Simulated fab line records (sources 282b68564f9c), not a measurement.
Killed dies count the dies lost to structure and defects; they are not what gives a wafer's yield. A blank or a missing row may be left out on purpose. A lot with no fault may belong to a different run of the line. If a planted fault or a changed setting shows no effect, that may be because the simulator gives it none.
Struck lot and sound lot, side by side || flow ritCmos || 15 steps out of a route of 202
Sound: the wafers L647.4, L647.5, L647.6. Wafers struck: L646.1, L646.5, L646.6. The cause comes at the end.
For every step that has rows: the tool of each side, followed by ch and its chambers, followed by its first start. Under that, the readings that differ: sound wafers || struck wafers || difference of the means || sigmas: that difference in standard deviations of wafers without a fault.
alike: a reading whose means differ by less than 2 such deviations, as well as words and numbers matching on both sides. not compared: withheld readings; readings where some wafer has no value; bounds like >300 that might hide an equal value; numbers whose values overlap and for which the record gives no deviation.
Wherever a step has rows on one side only, a row that says differs or no value, or a row with sigmas, the two part there. Numbers that have no deviation but don't overlap get no sigmas and don't part them. A reading missing from all wafers of one side parts the sides only when that side holds two or more wafers.

RIT_CONTACT_OVL_MEAS_09:
  struck on overlay-01, day 4 10:24; sound on overlay-02, day 4 14:16
  alike: CONTACT_OVL
then, 1 step without rows for these wafers: RIT_CONTACT_HARDBAKE_10 (time 60 s).
RIT_CONTACT_ETCH_11: etches SiO2 in CHF3/CF4/Ar, stops on TiSi2, target depth 480 nm, time 320 s.
  sound on rieDiel-03 ch 1,2,3, day 4 14:25; struck on rieDiel-02 ch 1,2, day 4 10:35
  alike: drypumpMotorCurrentA, mfcArSccm, oesProductAu, throttleValvePct
  not compared: rfHoursCounterH
RIT_CONTACT_STRIP_12: strips in O2, time 180 s.
  sound on plasmaAsher-04 ch 0,1, day 4 14:41; struck on plasmaAsher-01 ch 0,1, day 4 10:47
  alike: drypumpMotorCurrentA
  not compared: rfHoursCounterH
RIT_CONTACT_CD_MEAS_90 targets a cd of 1000 nm.
  struck on cdSem-01, day 4 10:58; sound on cdSem-02, day 4 14:51
  alike: cdNm
then, 2 steps without rows for these wafers: RIT_CONTACT_CLEAN_13 (cleans in SC1, time 600 s); RIT_CONTACT_CLEAN_14 (cleans in SC2, time 600 s).
RIT_M1_SPUTTER_00: material Al, target thk 400 nm, time 500 s.
  struck on pvdSputter-02, day 4 11:26; sound on pvdSputter-04, day 4 15:26
  alike: chamberPressurePa, throttleValvePct
RIT_M1_RS_MEAS_01: the measuring method here is four-point-probe.
  struck on filmMetro-02, day 4 11:43; sound on filmMetro-03, day 4 15:47
  alike: M1_AL_RS
RIT_M1_THK_MEAS_02: measures by xrf.
  struck on filmMetro-02, day 4 11:50; sound on filmMetro-03, day 4 15:53
  alike: M1_AL_THK
then, 2 steps without rows for these wafers: RIT_M1_HMDS_03 (prime time 60 s); RIT_M1_COAT_04 (resist thk 1300 nm).
RIT_M1_SOFTBAKE_05: time 60 s.
  sound on lithoTrack-02 ch 0, day 4 16:17; struck on lithoTrack-03 ch 0, day 4 12:12
{"reading": "heaterPowerTotalW (W)", "sound": "34.54 34.55 34.62", "struck": "35.48 35.49 35.47", "difference": "+0.91", "sigmas": "+17"}
{"reading": "plateTempC (C)", "sound": "90.01 90.08 89.94", "struck": "91.73 91.53 91.75", "difference": "+1.66", "sigmas": "+13"}
  alike: chillPlateTempC
then, 1 step without rows for these wafers: RIT_M1_EXPOSE_06 (exposes mask M12, target cd 2600 nm).
RIT_M1_PROBE_99:
  struck on prober-02, day 4 15:34; sound on prober-01, day 4 20:00
  alike: defectLimitedYield, killedAtFrontEnd, killedDies, killedOpen, killedShort, sort_bin_3_pad_short, sort_bin_5_function, sort_bin_6_memory, sortNPass, sortYieldPct

== WHERE THEY PART ==
At RIT_M1_SOFTBAKE_05 and nowhere else, as far as this record goes. Later steps at which nothing parts them and some readings are alike: RIT_M1_PROBE_99.

WHY: whatever the simulator had introduced
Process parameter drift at RIT_M1_SOFTBAKE_05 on lithoTrack-03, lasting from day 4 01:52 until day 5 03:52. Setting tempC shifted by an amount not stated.
